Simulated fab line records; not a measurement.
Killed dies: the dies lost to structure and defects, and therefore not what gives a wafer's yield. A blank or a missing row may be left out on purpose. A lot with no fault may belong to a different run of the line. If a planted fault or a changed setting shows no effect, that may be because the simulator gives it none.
fab line records -- flow berkeleyCmos170
record lots=5, wafers=23
route steps=331 shown ZERO@7 NWELL@18 PWELL@36 ACTIVE@68 NVT@111 NLDD@162
startH: hours from the record's first day to the start of the lot's first wafer shown -- waitH: hours from the lot's prior step to this one -- " same as the row above -- L1.1+2: a single row standing in for several wafers -- - value missing, or start not given -- * or withheld: withheld -- < > ~ a bound
route shown NAME@n: NAME is a module with steps in the file, n the number in the route of the first one -- usual: mean and standard deviation over wafers with no fault -- same: alike in all rows -- chamber/n: place in a boat -- sites: per-site readings -- _std_site: how widely they spread, as a standard deviation -- _edge_site: the outer-site mean with the inner-site mean subtracted -- radiusMm: for every site, how far away it sits from the centre of the wafer -- mask NAME#n: copy n -- behind: the last tool/chamber to shape the wafer -- hold: why the lot was held/for how many hours/how that ended -- device: the n, p or np transistor that did not switch -- end of line: at the end of the route, the tests of the same wafers -- a step without rows: its recipe alone -- killed: count of dies lost to structure and defects at first sort (not the wafer's yield) -- map: shows each die of a wafer: x if killed, . if not, _ if none is there
set.NAME: setting as actually run; set.NAME@STEP: the setting as run at that earlier step -- model.NAME: the simulator's own value behind a step, which no gauge read
lots where settings were altered on purpose, with a table for each step and a row for each wafer
## steps
# step UCB170_ZERO_COAT_01
# recipe resist=KrF, spinRpm=1500, resistThkNm=900
lot.wafer,tool,chamber,startH,waitH,set.spinRpm,model.KrF_of_ZERO_COAT_01.thkNm
L076.1,lithoTrack-04,0,27.71,0.1,1500,904.1
L076.2,lithoTrack-04,0,27.71,0.1,1500,899.4
L076.4,lithoTrack-04,0,27.71,0.1,1500,901.2
L076.5,lithoTrack-04,0,27.71,0.1,1500,899.7
L076.6,lithoTrack-04,0,27.71,0.1,1500,902.4
L077.1,lithoTrack-04,0,36.74,0.1,1500,902.8
L077.3,lithoTrack-04,0,36.74,0.1,1500,904.5
L077.5,lithoTrack-04,0,36.74,0.1,1500,904.6
L078.1,lithoTrack-02,0,40.07,0.1,1500,899.1
L078.2,lithoTrack-02,0,40.07,0.1,1500,895.9
L078.4,lithoTrack-02,0,40.07,0.1,1500,897.3
L078.5,lithoTrack-02,0,40.07,0.1,1500,898.8
L078.6,lithoTrack-02,0,40.07,0.1,1500,898.7
L081.1,lithoTrack-02,0,51.67,0.1,1500,897.1
L081.2,lithoTrack-02,0,51.67,0.1,1500,896.1
L081.3,lithoTrack-02,0,51.67,0.1,1500,899.7
L081.5,lithoTrack-02,0,51.67,0.1,1390,929.9
L081.6,lithoTrack-02,0,51.67,0.1,1390,928.2
L084.1,lithoTrack-02,0,71.25,0.1,1579,877.2
L084.3,lithoTrack-02,0,71.25,0.1,1579,879
L084.4,lithoTrack-02,0,71.25,0.1,1500,899.7
L084.5,lithoTrack-02,0,71.25,0.1,1579,879.7
L084.6,lithoTrack-02,0,71.25,0.1,1500,900.8
# step UCB170_ZERO_SOFTBAKE_02
# recipe resist=KrF, tempC=130, timeS=60
# step UCB170_ZERO_EXPOSE_03
# recipe maskId=PM_MARKS, na=0.5, sigmaOuter=0.6, sourceShape=conventional, targetCdNm=4000, doseMj=30
# step UCB170_ZERO_DEVELOP_05
# recipe developer=TMAH, developTimeS=45, resist=KrF, devTempC=21
# step UCB170_ZERO_ETCH_06
# recipe chemistry=CHF3/CF4/Ar, target=SiO2, timeS=12, pressureMtorr=100, rfW=500, CHF3_flow_sccm=50, cf4FlowSccm=10, Ar_flow_sccm=120, overEtchFrac=1.58
# step UCB170_ZERO_STRIP_07
# recipe chemistry=O2, powerW=400, pressureMtorr=3500, platenTempC=withheld, o2FlowSccm=400, overashFraction=0.5
# usual stripTimeToEndpointS=21.48/0.065
lot.wafer,tool,chamber,startH,waitH,set.spinRpm@ZERO_COAT_01,stripTimeToEndpointS
L076.1,plasmaAsher-02,1,28.43,0.0,1500,21.58
L076.2,plasmaAsher-02,0,28.43,0.0,1500,21.46
L076.4,plasmaAsher-02,1,28.43,0.0,1500,21.51
L076.5,plasmaAsher-02,1,28.43,0.0,1500,21.48
L076.6,plasmaAsher-02,0,28.43,0.0,1500,21.52
L077.1,plasmaAsher-04,0,37.62,0.0,1500,21.52
L077.3,plasmaAsher-04,0,37.62,0.0,1500,21.60
L077.5,plasmaAsher-04,1,37.62,0.0,1500,21.61
L078.1,plasmaAsher-04,1,40.79,0.0,1500,21.46
L078.2,plasmaAsher-04,0,40.79,0.0,1500,21.38
L078.4,plasmaAsher-04,1,40.79,0.0,1500,21.41
L078.5,plasmaAsher-04,0,40.79,0.0,1500,21.44
L078.6,plasmaAsher-04,1,40.79,0.0,1500,21.44
L081.1,plasmaAsher-04,0,52.51,0.0,1500,21.40
L081.2,plasmaAsher-04,1,52.51,0.0,1500,21.39
L081.3,plasmaAsher-04,1,52.51,0.0,1500,21.48
L081.5,plasmaAsher-04,1,52.51,0.0,1390,22.19
L081.6,plasmaAsher-04,0,52.51,0.0,1390,22.16
L084.1,plasmaAsher-01,0,71.97,0.0,1579,20.94
L084.3,plasmaAsher-01,0,71.97,0.0,1579,20.96
L084.4,plasmaAsher-01,1,71.97,0.0,1500,21.50
L084.5,plasmaAsher-01,1,71.97,0.0,1579,20.99
L084.6,plasmaAsher-01,0,71.97,0.0,1500,21.49
# step UCB170_NWELL_CVD_04
# recipe material=Si3N4, targetThkNm=224, tempC=800, precursor=SiH2Cl2/NH3, timeS=3360, pressureMtorr=200, sih2cl2FlowSccm=25, nh3FlowSccm=75
lot.wafer,tool,chamber,startH,waitH,set.tempC,model.Si3N4_of_NWELL_CVD_04.thkNm
L076.1,-,-,-,0.0,789.2,182.5
L076.2,-,-,-,0.0,789.2,184.1
L076.4,-,-,-,0.0,789.2,183.9
L076.5,-,-,-,0.0,789.2,182.2
L076.6,-,-,-,0.0,789.2,183.6
L077.1,lpcvd-02,0,43.95,0.0,800,222.8
L077.3,lpcvd-02,0,43.95,0.0,800,222.9
L077.5,lpcvd-02,0,43.95,0.0,800,221.5
L078.1,-,-,-,0.8,778.4,148.7
L078.2,-,-,-,0.8,778.4,147.3
L078.4,-,-,-,0.8,778.4,148.5
L078.5,-,-,-,0.8,778.4,147.8
L078.6,-,-,-,0.8,778.4,148.6
L081.1,-,-,-,0.0,782.6,163
L081.2,-,-,-,0.0,782.6,162.4
L081.3,-,-,-,0.0,782.6,161.2
L081.5,-,-,-,0.0,782.6,163.9
L081.6,-,-,-,0.0,782.6,162.7
L084.1,-,-,-,0.6,813,287.8
L084.3,-,-,-,0.6,813,288.7
L084.4,-,-,-,0.6,813,287.6
L084.5,-,-,-,0.6,813,289.2
L084.6,-,-,-,0.6,813,289.1
# step UCB170_NWELL_THK_MEAS_05
# recipe reads=Si3N4_of_NWELL_CVD_04
# usual NWELL_NITRIDE_THK=224.8/2.4
lot.wafer,tool,chamber,startH,waitH,set.tempC@NWELL_CVD_04,NWELL_NITRIDE_THK[nm]
L076.1,filmMetro-03,-,-,-,789.2,182.5
L076.2,filmMetro-03,-,-,-,789.2,184.2
L076.4,filmMetro-03,-,-,-,789.2,184.1
L076.5,filmMetro-03,-,-,-,789.2,182.1
L076.6,filmMetro-03,-,-,-,789.2,183.5
L077.1,filmMetro-03,-,45.88,0.0,800,222.6
L077.3,filmMetro-03,-,45.88,0.0,800,223.1
L077.5,filmMetro-03,-,45.88,0.0,800,221.7
L078.1,filmMetro-02,-,-,-,778.4,148.6
L078.2,filmMetro-02,-,-,-,778.4,147.3
L078.4,filmMetro-02,-,-,-,778.4,148.4
L078.5,filmMetro-02,-,-,-,778.4,147.8
L078.6,filmMetro-02,-,-,-,778.4,148.5
L081.1,filmMetro-02,-,-,-,782.6,163.1
L081.2,filmMetro-02,-,-,-,782.6,162.5
L081.3,filmMetro-02,-,-,-,782.6,161.2
L081.5,filmMetro-02,-,-,-,782.6,163.8
L081.6,filmMetro-02,-,-,-,782.6,162.7
L084.1,filmMetro-03,-,-,-,813,287.9
L084.3,filmMetro-03,-,-,-,813,288.7
L084.4,filmMetro-03,-,-,-,813,287.6
L084.5,filmMetro-03,-,-,-,813,289.4
L084.6,filmMetro-03,-,-,-,813,289.3
# step UCB170_NWELL_HMDS_06
# recipe primeTimeS=60, primeTempC=100
# step UCB170_NWELL_COAT_07
# recipe resist=KrF, spinRpm=1500, resistThkNm=900
# step UCB170_NWELL_DEVELOP_11
# recipe developer=TMAH, developTimeS=45, resist=KrF, devTempC=21
# step UCB170_NWELL_ETCH_13
# recipe chemistry=CH3F/Ar/O2, target=Si3N4, stopOn=SiO2, CH3F_flow_sccm=20, Ar_flow_sccm=50, O2_flow_sccm=7, pressureMtorr=50, rfW=450, targetDepthA=2464, overEtchFrac=0.1, timeS=154
# usual oesProductAu=0.944/0.011
lot.wafer,tool,chamber,startH,waitH,set.tempC@NWELL_CVD_04,oesProductAu,model.etch.depthNm
L076.1,rieDiel-03,0,35.91,0.0,789.2,0.848,-
L076.2,rieDiel-03,3,35.91,0.0,789.2,0.828,-
L076.4,rieDiel-03,2,35.91,0.0,789.2,0.857,183.9
L076.5,rieDiel-03,2,35.91,0.0,789.2,0.854,182.2
L076.6,rieDiel-03,3,35.91,0.0,789.2,0.826,183.6
L077.1,rieDiel-03,0,47.25,0.0,800,0.952,222.8
L077.3,rieDiel-03,3,47.25,0.0,800,0.925,222.9
L077.5,rieDiel-03,3,47.25,0.0,800,0.926,221.5
L078.1,rieDiel-03,2,54.68,0.0,778.4,0.760,-
L078.2,rieDiel-03,3,54.68,0.0,778.4,0.738,147.3
L078.4,rieDiel-03,3,54.68,0.0,778.4,0.738,-
L078.5,rieDiel-03,2,54.68,0.0,778.4,0.765,147.8
L078.6,rieDiel-03,0,54.68,0.0,778.4,0.756,-
L081.1,rieDiel-03,1,62.57,0.0,782.6,0.796,163
L081.2,rieDiel-03,2,62.57,0.0,782.6,0.793,162.4
L081.3,rieDiel-03,3,62.57,0.0,782.6,0.781,161.2
L081.5,rieDiel-03,2,62.57,0.0,782.6,0.799,163.9
L081.6,rieDiel-03,1,62.57,0.0,782.6,0.789,162.7
L084.1,rieDiel-02,2,81.59,0.0,813,0.982,-
L084.3,rieDiel-02,1,81.59,0.0,813,1.011,-
L084.4,rieDiel-02,0,81.59,0.0,813,0.969,238
L084.5,rieDiel-02,3,81.59,0.0,813,1.007,248.8
L084.6,rieDiel-02,0,81.59,0.0,813,0.982,-
# step UCB170_PWELL_OXIDATION_02
# recipe tempC=1000, ambient=O2, targetThkA=264, oxTimeS=1260
lot.wafer,tool,chamber,startH,waitH,set.tempC,model.SiO2_of_PWELL_OXIDATION_02.thkNm
L076.1,-,-,-,2.7,981.7,22.37
L076.2,-,-,-,2.7,981.7,21.89
L076.4,-,-,-,2.7,981.7,22.14
L076.5,-,-,-,2.7,981.7,22.64
L076.6,-,-,-,2.7,981.7,22.31
L077.1,furnace-02,0,54.74,2.7,1000,26.72
L077.3,furnace-02,0,54.74,2.7,1000,26.34
L077.5,furnace-02,0,54.74,2.7,1000,26.57
L078.1,-,-,-,2.6,1020,31.51
L078.2,-,-,-,2.6,1020,31.54
L078.4,-,-,-,2.6,1020,31.69
L078.5,-,-,-,2.6,1020,31.08
L078.6,-,-,-,2.6,1020,31.73
L081.1,-,-,-,1.9,1026,33.46
L081.2,-,-,-,1.9,1026,33.27
L081.3,-,-,-,1.9,1026,33.09
L081.5,-,-,-,1.9,1026,33.56
L081.6,-,-,-,1.9,1026,33.34
L084.1,-,-,-,0.9,970.1,19.3
L084.3,-,-,-,0.9,970.1,19.36
L084.4,-,-,-,0.9,970.1,19.25
L084.5,-,-,-,0.9,970.1,19.22
L084.6,-,-,-,0.9,970.1,19.14
# step UCB170_PWELL_THK_MEAS_03
# recipe reads=SiO2_of_PWELL_OXIDATION_02
# usual PWELL_OXIDE_THK=26.3/0.4
lot.wafer,tool,chamber,startH,waitH,set.tempC@PWELL_OXIDATION_02,PWELL_OXIDE_THK[nm]
L076.1,filmMetro-02,-,-,-,981.7,22.4
L076.2,filmMetro-02,-,-,-,981.7,21.9
L076.4,filmMetro-02,-,-,-,981.7,22.1
L076.5,filmMetro-02,-,-,-,981.7,22.6
L076.6,filmMetro-02,-,-,-,981.7,22.3
L077.1,filmMetro-02,-,56.09,0.0,1000,26.7
L077.3,filmMetro-02,-,56.09,0.0,1000,26.3
L077.5,filmMetro-02,-,56.09,0.0,1000,26.6
L078.1,filmMetro-01,-,-,-,1020,31.5
L078.2,filmMetro-01,-,-,-,1020,31.6
L078.4,filmMetro-01,-,-,-,1020,31.7
L078.5,filmMetro-01,-,-,-,1020,31.1
L078.6,filmMetro-01,-,-,-,1020,31.7
L081.1,filmMetro-03,-,-,-,1026,33.4
L081.2,filmMetro-03,-,-,-,1026,33.2
L081.3,filmMetro-03,-,-,-,1026,33.1
L081.5,filmMetro-03,-,-,-,1026,33.6
L081.6,filmMetro-03,-,-,-,1026,33.3
L084.1,filmMetro-02,-,-,-,970.1,19.3
L084.3,filmMetro-02,-,-,-,970.1,19.3
L084.4,filmMetro-02,-,-,-,970.1,19.2
L084.5,filmMetro-02,-,-,-,970.1,19.2
L084.6,filmMetro-02,-,-,-,970.1,19.2
# step UCB170_PWELL_CVD_05
# recipe material=Si3N4, targetThkNm=220, tempC=800, precursor=SiH2Cl2/NH3, timeS=3300, pressureMtorr=200, sih2cl2FlowSccm=25, nh3FlowSccm=75
lot.wafer,tool,chamber,startH,waitH,set.timeS,model.Si3N4_of_PWELL_CVD_05.thkNm
L076.1,-,-,-,0.0,3596,239.6
L076.2,-,-,-,0.0,3596,240.5
L076.4,-,-,-,0.0,3596,240.6
L076.5,-,-,-,0.0,3596,237.8
L076.6,-,-,-,0.0,3596,240.1
L077.1,lpcvd-02,0,60.61,0.7,3300,218.5
L077.3,lpcvd-02,0,60.61,0.7,3300,220.2
L077.5,lpcvd-02,0,60.61,0.7,3300,217.3
L078.1,-,-,-,0.0,2808,186.7
L078.2,-,-,-,0.0,2808,186.6
L078.4,-,-,-,0.0,2808,183.8
L078.5,-,-,-,0.0,2808,188
L078.6,-,-,-,0.0,2808,186.3
L081.1,-,-,-,0.0,3531,235.1
L081.2,-,-,-,0.0,3531,237.3
L081.3+5,-,-,-,0.0,3531,237.5
L081.6,-,-,-,0.0,3531,238.1
L084.1,-,-,-,0.0,3300,220.9
L084.3,-,-,-,0.0,3300,219.7
L084.4,-,-,-,0.0,3300,222.2
L084.5,-,-,-,0.0,3300,219.3
L084.6,-,-,-,0.0,3300,218.4
# step UCB170_PWELL_THK_MEAS_06
# recipe reads=Si3N4_of_PWELL_CVD_05
# usual PWELL_NITRIDE_THK=220.8/1.6
lot.wafer,tool,chamber,startH,waitH,set.timeS@PWELL_CVD_05,PWELL_NITRIDE_THK[nm]
L076.1,filmMetro-01,-,-,-,3596,239.5
L076.2,filmMetro-01,-,-,-,3596,240.6
L076.4,filmMetro-01,-,-,-,3596,240.5
L076.5,filmMetro-01,-,-,-,3596,237.9
L076.6,filmMetro-01,-,-,-,3596,240.1
L077.1,filmMetro-02,-,62.53,0.0,3300,218.4
L077.3,filmMetro-02,-,62.53,0.0,3300,220.2
L077.5,filmMetro-02,-,62.53,0.0,3300,217.4
L078.1,filmMetro-02,-,-,-,2808,186.5
L078.2,filmMetro-02,-,-,-,2808,186.6
L078.4,filmMetro-02,-,-,-,2808,183.8
L078.5,filmMetro-02,-,-,-,2808,188.0
L078.6,filmMetro-02,-,-,-,2808,186.2
L081.1,filmMetro-02,-,-,-,3531,234.9
L081.2,filmMetro-02,-,-,-,3531,237.3
L081.3,filmMetro-02,-,-,-,3531,237.5
L081.5,filmMetro-02,-,-,-,3531,237.5
L081.6,filmMetro-02,-,-,-,3531,237.9
L084.1,filmMetro-02,-,-,-,3300,220.8
L084.3,filmMetro-02,-,-,-,3300,219.7
L084.4,filmMetro-02,-,-,-,3300,222.0
L084.5,filmMetro-02,-,-,-,3300,219.4
L084.6,filmMetro-02,-,-,-,3300,218.1
# step UCB170_PWELL_HMDS_07
# recipe primeTimeS=60, primeTempC=100
# step UCB170_PWELL_COAT_08
# recipe resist=KrF, spinRpm=1500, resistThkNm=904.5
# step UCB170_PWELL_DEVELOP_12
# recipe developer=TMAH, developTimeS=45, resist=KrF, devTempC=21
# step UCB170_PWELL_ETCH_14
# recipe chemistry=CH3F/Ar/O2, target=Si3N4, stopOn=SiO2, CH3F_flow_sccm=20, Ar_flow_sccm=50, O2_flow_sccm=7, pressureMtorr=50, rfW=450, targetDepthA=2420, overEtchFrac=0.1, timeS=151
# usual oesProductAu=0.947/0.012
lot.wafer,tool,chamber,startH,waitH,set.timeS@PWELL_CVD_05,oesProductAu,model.etch.depthNm
L076.1,rieDiel-04,0,53.16,0.0,3596,0.984,-
L076.2,rieDiel-04,1,53.16,0.0,3596,0.982,-
L076.4,rieDiel-04,2,53.16,0.0,3596,0.988,240.6
L076.5,rieDiel-04,0,53.16,0.0,3596,0.989,236.1
L076.6,rieDiel-04,3,53.16,0.0,3596,0.997,240.1
L077.1,rieDiel-04,2,63.77,0.0,3300,0.947,218.5
L077.3,rieDiel-04,0,63.77,0.0,3300,0.955,220.2
L077.5,rieDiel-04,3,63.77,0.0,3300,0.950,217.3
L078.1,rieDiel-01,3,71.89,0.0,2808,0.862,-
L078.2,rieDiel-01,1,71.89,0.0,2808,0.859,186.6
L078.4,rieDiel-01,1,71.89,0.0,2808,0.858,-
L078.5,rieDiel-01,0,71.89,0.0,2808,0.867,188
L078.6,rieDiel-01,3,71.89,0.0,2808,0.855,-
L081.1,rieDiel-04,1,79.06,0.0,3531,0.964,235.1
L081.2,rieDiel-04,3,79.06,0.0,3531,0.997,237.3
L081.3,rieDiel-04,2,79.06,0.0,3531,0.987,237.5
L081.5,rieDiel-04,0,79.06,0.0,3531,0.987,233
L081.6,rieDiel-04,1,79.06,0.0,3531,0.964,238.1
L084.1,rieDiel-03,1,96.56,0.0,3300,0.949,-
L084.3,rieDiel-03,3,96.56,0.0,3300,0.931,-
L084.4,rieDiel-03,2,96.56,0.0,3300,0.969,222.2
L084.5,rieDiel-03,1,96.56,0.0,3300,0.935,219.3
L084.6,rieDiel-03,2,96.56,0.0,3300,0.954,-
# step UCB170_PWELL_IMPLANT_15
# recipe species=B, doseCm2=5e+12, energyKev=60, tiltDeg=7
lot.wafer,tool,chamber,startH,waitH,set.energyKev,model.implant.rpNm,model.implant.drpNm
L076.1+5,implanter-02,0,53.26,0.1,60,190.2,64.7
L076.2+4+6,implanter-02,0,53.26,0.1,63.21,203.4,66.49
L077.1+3+5,implanter-02,0,63.87,0.1,60,187.1,64.7
L078.1+2+4+5+6,implanter-01,0,71.99,0.1,60,186.3,64.7
L081.1+2+6,implanter-01,0,79.17,0.1,60,188.4,64.7
L081.3+5,implanter-01,0,79.17,0.1,62.3,197.1,65.99
L084.1+5,implanter-01,0,96.66,0.1,60,192.9,64.7
L084.3+4+6,implanter-01,0,96.66,0.1,63.15,206,66.46
# step UCB170_ACTIVE_COAT_08
# recipe resist=KrF, spinRpm=1500, resistThkNm=900
lot.wafer,tool,chamber,startH,waitH,set.resistThkNm,model.KrF_of_ACTIVE_COAT_08.thkNm
L076.1,lithoTrack-02,0,81.25,0.1,865.3,860.4
L076.2,lithoTrack-02,0,81.25,0.1,865.3,861.8
L076.4,lithoTrack-02,0,81.25,0.1,900,894.7
L076.5,lithoTrack-02,0,81.25,0.1,900,892.2
L076.6,lithoTrack-02,0,81.25,0.1,865.3,864.4
L077.1,lithoTrack-02,0,87.59,0.1,900,897.5
L077.3,lithoTrack-02,0,87.59,0.1,900,895.2
L077.5,lithoTrack-02,0,87.59,0.1,900,895.1
L078.1,lithoTrack-02,0,94.22,0.1,900,901.1
L078.2,lithoTrack-02,0,94.22,0.1,947,944.9
L078.4,lithoTrack-02,0,94.22,0.1,900,900.2
L078.5,lithoTrack-02,0,94.22,0.1,947,947.2
L078.6,lithoTrack-02,0,94.22,0.1,947,946.5
L081.1,lithoTrack-02,0,105.75,0.1,856.5,853.4
L081.2,lithoTrack-02,0,105.75,0.1,900,897.3
L081.3,lithoTrack-02,0,105.75,0.1,856.5,851
L081.5,lithoTrack-02,0,105.75,0.1,900,896.2
L081.6,lithoTrack-02,0,105.75,0.1,856.5,854.5
L084.1,lithoTrack-01,0,123.22,0.1,900,901.1
L084.3,lithoTrack-01,0,123.22,0.1,878.9,877.7
L084.4,lithoTrack-01,0,123.22,0.1,900,901.4
L084.5,lithoTrack-01,0,123.22,0.1,900,901.7
L084.6,lithoTrack-01,0,123.22,0.1,878.9,880
# step UCB170_NVT_IMPLANT_07
# recipe species=BF2, doseCm2=3e+12, energyKev=50, tiltDeg=7
lot.wafer,tool,chamber,startH,waitH,set.doseCm2
L076.1+6,implanter-04,0,111.92,0.0,3e+12
L076.2+4+5,implanter-04,0,111.92,0.0,3.117e+12
L077.1+3+5,implanter-01,0,118.58,0.0,3e+12
L078.1+4+5,implanter-01,0,126.63,0.0,2.942e+12
L078.2+6,implanter-01,0,126.63,0.0,3e+12
L081.1+6,implanter-01,0,139.43,0.0,2.797e+12
L081.2+3+5,implanter-01,0,139.43,0.0,3e+12
L084.1+3+4+5+6,implanter-01,0,152.02,0.0,3e+12
# step UCB170_NVT_STRIP_08
# recipe chemistry=O2, powerW=400, pressureMtorr=3500, platenTempC=withheld, o2FlowSccm=400, overashFraction=0.5
# step UCB170_NVT_TW_MEAS_09
# usual NVT_TW=524/5.4
lot.wafer,tool,chamber,startH,waitH,set.doseCm2@NVT_IMPLANT_07,NVT_TW
L076.1,filmMetro-03,-,112.17,0.1,3e+12,514
L076.2,filmMetro-03,-,112.17,0.1,3.117e+12,526
L076.4,filmMetro-03,-,112.17,0.1,3.117e+12,523
L076.5,filmMetro-03,-,112.17,0.1,3.117e+12,524
L076.6,filmMetro-03,-,112.17,0.1,3e+12,518
L077.1,filmMetro-04,-,118.83,0.1,3e+12,523
L077.3,filmMetro-04,-,118.83,0.1,3e+12,518
L077.5,filmMetro-04,-,118.83,0.1,3e+12,522
L078.1,filmMetro-04,-,126.88,0.1,2.942e+12,519
L078.2,filmMetro-04,-,126.88,0.1,3e+12,520
L078.4,filmMetro-04,-,126.88,0.1,2.942e+12,518
L078.5,filmMetro-04,-,126.88,0.1,2.942e+12,520
L078.6,filmMetro-04,-,126.88,0.1,3e+12,521
L081.1,filmMetro-02,-,139.69,0.1,2.797e+12,516
L081.2,filmMetro-02,-,139.69,0.1,3e+12,526
L081.3,filmMetro-02,-,139.69,0.1,3e+12,528
L081.5,filmMetro-02,-,139.69,0.1,3e+12,532
L081.6,filmMetro-02,-,139.69,0.1,2.797e+12,515
L084.1,filmMetro-03,-,152.27,0.1,3e+12,520
L084.3,filmMetro-03,-,152.27,0.1,3e+12,521
L084.4,filmMetro-03,-,152.27,0.1,3e+12,517
L084.5,filmMetro-03,-,152.27,0.1,3e+12,517
L084.6,filmMetro-03,-,152.27,0.1,3e+12,521
# step UCB170_NLDD_PEB_04
# recipe pebTempC=130, pebTimeS=withheld, resist=KrF
lot.wafer,tool,chamber,startH,waitH,set.pebTempC
L076.1+2,lithoTrack-01,0,129.38,0.5,130
L076.4+5+6,lithoTrack-01,0,129.38,0.5,132.8
L077.1+3+5,lithoTrack-04,0,142.92,0.5,130
L078.1+2+4+5+6,lithoTrack-01,0,143.29,0.2,130
L081.1+2,lithoTrack-04,0,162.04,0.4,130
L081.3+5+6,lithoTrack-04,0,162.04,0.4,127
L084.1+3+4+5+6,lithoTrack-02,0,169.16,0.3,130
# step UCB170_NLDD_DEVELOP_05
# recipe developer=TMAH, developTimeS=45, resist=KrF, devTempC=21
# step UCB170_NLDD_CD_MEAS_06
# recipe targetCdNm=1200
# usual cdNm=1199.6/1.2
lot.wafer,tool,chamber,startH,waitH,set.pebTempC@NLDD_PEB_04,cdNm
L076.1,cdSem-02,-,129.66,-,130,1199.6
L076.2,cdSem-02,-,129.66,-,130,1199.6
L076.4,cdSem-02,-,129.66,-,132.8,1218.1
L076.5,cdSem-02,-,129.66,-,132.8,1216.2
L076.6,cdSem-02,-,129.66,-,132.8,1216.8
L077.1,cdSem-02,-,143.19,-,130,1198.8
L077.3,cdSem-02,-,143.19,-,130,1200.2
L077.5,cdSem-02,-,143.19,-,130,1199.5
L078.1,cdSem-02,-,143.57,-,130,1199.0
L078.2,cdSem-02,-,143.57,-,130,1199.9
L078.4,cdSem-02,-,143.57,-,130,1198.5
L078.5,cdSem-02,-,143.57,-,130,1199.1
L078.6,cdSem-02,-,143.57,-,130,1199.8
L081.1,cdSem-02,-,162.32,-,130,1200.2
L081.2,cdSem-02,-,162.32,-,130,1201.1
L081.3,cdSem-02,-,162.32,-,127,1177.1
L081.5,cdSem-02,-,162.32,-,127,1177.0
L081.6,cdSem-02,-,162.32,-,127,1177.9
L084.1,cdSem-01,-,169.44,-,130,1200.4
L084.3,cdSem-01,-,169.44,-,130,1199.9
L084.4,cdSem-01,-,169.44,-,130,1199.3
L084.5,cdSem-01,-,169.44,-,130,1200.0
L084.6,cdSem-01,-,169.44,-,130,1200.1
## key
split step=UCB170_ZERO_COAT_01, setting=spinRpm, stated=1500, by=wafer
response step=UCB170_ZERO_COAT_01, reading=model.KrF_of_ZERO_COAT_01.thkNm, change=-4.22, per=1%, r=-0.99
response step=UCB170_ZERO_STRIP_07, reading=stripTimeToEndpointS, change=*, per=1%, r=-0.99
split step=UCB170_NWELL_CVD_04, setting=tempC, stated=800, by=lot
response step=UCB170_NWELL_CVD_04, reading=model.Si3N4_of_NWELL_CVD_04.thkNm, change=+32.3, per=1%, r=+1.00
response step=UCB170_NWELL_THK_MEAS_05, reading=NWELL_NITRIDE_THK, change=+32.3, per=1%, r=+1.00
response step=UCB170_NWELL_ETCH_13, reading=oesProductAu, change=+0.0553, per=1%, r=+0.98
response step=UCB170_NWELL_ETCH_13, reading=model.etch.depthNm, change=+23.2, per=1%, r=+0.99
split step=UCB170_PWELL_OXIDATION_02, setting=tempC, stated=1000, by=lot
response step=UCB170_PWELL_OXIDATION_02, reading=model.SiO2_of_PWELL_OXIDATION_02.thkNm, change=+2.48, per=1%, r=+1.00
response step=UCB170_PWELL_THK_MEAS_03, reading=PWELL_OXIDE_THK, change=+2.48, per=1%, r=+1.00
split step=UCB170_PWELL_CVD_05, setting=timeS, stated=3300, by=lot
response step=UCB170_PWELL_CVD_05, reading=model.Si3N4_of_PWELL_CVD_05.thkNm, change=+2.27, per=1%, r=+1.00
response step=UCB170_PWELL_THK_MEAS_06, reading=PWELL_NITRIDE_THK, change=+2.27, per=1%, r=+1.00
response step=UCB170_PWELL_ETCH_14, reading=oesProductAu, change=+0.00539, per=1%, r=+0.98
response step=UCB170_PWELL_ETCH_14, reading=model.etch.depthNm, change=+2.21, per=1%, r=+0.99
split step=UCB170_PWELL_IMPLANT_15, setting=energyKev, stated=60, by=wafer
response step=UCB170_PWELL_IMPLANT_15, reading=model.implant.rpNm, change=+2.44, per=1%, r=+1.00
response step=UCB170_PWELL_IMPLANT_15, reading=model.implant.drpNm, change=+0.335, per=1%, r=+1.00
split step=UCB170_ACTIVE_COAT_08, setting=resistThkNm, stated=900, by=wafer
response step=UCB170_ACTIVE_COAT_08, reading=model.KrF_of_ACTIVE_COAT_08.thkNm, change=+8.77, per=1%, r=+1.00
split step=UCB170_NVT_IMPLANT_07, setting=doseCm2, stated=3e+12, by=wafer
response step=UCB170_NVT_TW_MEAS_09, reading=NVT_TW, change=+1.94, per=1%, r=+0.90
split step=UCB170_NLDD_PEB_04, setting=pebTempC, stated=130, by=wafer
response step=UCB170_NLDD_CD_MEAS_06, reading=cdNm, change=+9.17, per=1%, r=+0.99
